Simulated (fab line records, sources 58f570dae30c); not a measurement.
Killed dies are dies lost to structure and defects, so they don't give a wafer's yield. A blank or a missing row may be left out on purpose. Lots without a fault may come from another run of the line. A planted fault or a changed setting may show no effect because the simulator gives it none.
A struck lot beside a sound one | flow berkeley_cmos170 | 16 steps out of a route of 331
Sound: wafers L497.2, L497.4, L497.5. Struck: wafer L502.4. (L502.1, L502.5 of the same lot were not struck and are left out.) The cause comes at the end.
At each step with rows: each side's tool, then ch and its chambers, then its first start. Under that, the readings that differ: sound wafers | struck wafers | difference of the means | sigmas: that difference in standard deviations of wafers without a fault.
alike: readings whose means differ by less than 2 such deviations, and words and numbers that are the same on both sides. not compared: withheld readings, readings that some wafer has no value for, bounds like >300 that may hide the same value, and numbers for which the record gives no deviation and whose values overlap.
The two part at a step that has a row with sigmas, a row that says differs or no value, or rows on one side only. Numbers that don't overlap but have no deviation are shown without sigmas and don't part them. A reading that every wafer of one side lacks parts them only if that side has two wafers or more.

UCB170_M1_SPUTTER_00: material Al, target thk 600 nm, time 80 s.
  sound on pvd_sputter-04, day 10 01:21; struck on pvd_sputter-02, day 11 03:51
  alike: throttle_valve_pct
UCB170_M1_RS_MEAS_01: measures by four-point-probe.
  sound on film_metro-03, day 10 01:26; struck on film_metro-04, day 11 03:55
  alike: M1_AL_RS
UCB170_M1_THK_MEAS_02: measures by xrf.
  sound on film_metro-03, day 10 01:32; struck on film_metro-04, day 11 04:02
  alike: M1_AL_THK
then, 6 steps without rows for these wafers: UCB170_M1_COAT_03; UCB170_M1_COAT_04 (resist thk 900 nm); UCB170_M1_SOFTBAKE_05 (time 60 s); UCB170_M1_EXPOSE_06 (exposes mask METAL1, target cd 700 nm); UCB170_M1_PEB_07; UCB170_M1_DEVELOP_08 (develop time 45 s).
UCB170_M1_CD_MEAS_09: target cd 700 nm.
  sound on cd_sem-02, day 10 02:41; struck on cd_sem-01, day 11 05:20
  alike: cd_nm
UCB170_M1_OVL_MEAS_10:
  sound on overlay-01, day 10 02:48; struck on overlay-01, day 11 05:27
  alike: M1_OVL
UCB170_M1_ETCH_11: etches BARC in N2/H2.
  sound on rie_diel-03 ch 1,2,3, day 10 02:50; struck on rie_diel-04 ch 1, day 11 05:29
  reading                | sound             | struck | difference | sigmas
  throttle_valve_pct (%) | 13.41 13.11 13.30 | 12.90  | -0.37      | -2
  alike: drypump_motor_current_A, h2_flow_sccm, oes_product_au
UCB170_M1_METAL_ETCH_12: etches Al in Cl2/BCl3, stops on PSG, target depth 780 nm, time 130 s.
  sound on rie_metal-02 ch 0,1, day 10 02:52; struck on rie_metal-02 ch 1, day 11 05:32
  reading                             | sound             | struck  | difference | sigmas
  oes_product_au (a.u.)               | 0.836 0.846 0.858 | 0.797   | -0.050     | -6
  over_etch_frac                      | 0.3 0.3 0.3       | 0.45436 | +0.15436   |
  model.KrF_of_M1_COAT_04.thk_nm (nm) | 427 419.1 448.2   | 365.2   | -66.2      |
  alike: drypump_motor_current_A, he_backside_leak_sccm, throttle_valve_pct
  not compared: rf_hours_counter_h
UCB170_M1_STRIP_13: strips in O2.
  sound on plasma_asher-02 ch 1, day 10 03:00; struck on plasma_asher-04 ch 1, day 11 05:40
  reading                     | sound             | struck | difference | sigmas
  drypump_motor_current_A (A) | 5.30 5.29 5.27    | 5.73   | +0.44      | +2
  oes_product_au (a.u.)       | 0.718 0.714 0.724 | 0.698  | -0.021     | -5
  alike: o2_flow_sccm
  not compared: rf_hours_counter_h
UCB170_M1_CD_MEAS_90: target cd 700 nm.
  sound on cd_sem-01, day 10 03:07; struck on cd_sem-01, day 11 05:52
  reading    | sound             | struck | difference | sigmas
  cd_nm (nm) | 701.4 701.3 698.6 | 687.7  | -12.7      | -5
UCB170_M3_PROBE_99:
  the record has rows for the sound wafers here (prober-01, day 10 16:36) and none for the struck ones

WHERE THEY PART
First at UCB170_M1_ETCH_11; last, within this record, at UCB170_M3_PROBE_99.

WHY: what the simulator had put in
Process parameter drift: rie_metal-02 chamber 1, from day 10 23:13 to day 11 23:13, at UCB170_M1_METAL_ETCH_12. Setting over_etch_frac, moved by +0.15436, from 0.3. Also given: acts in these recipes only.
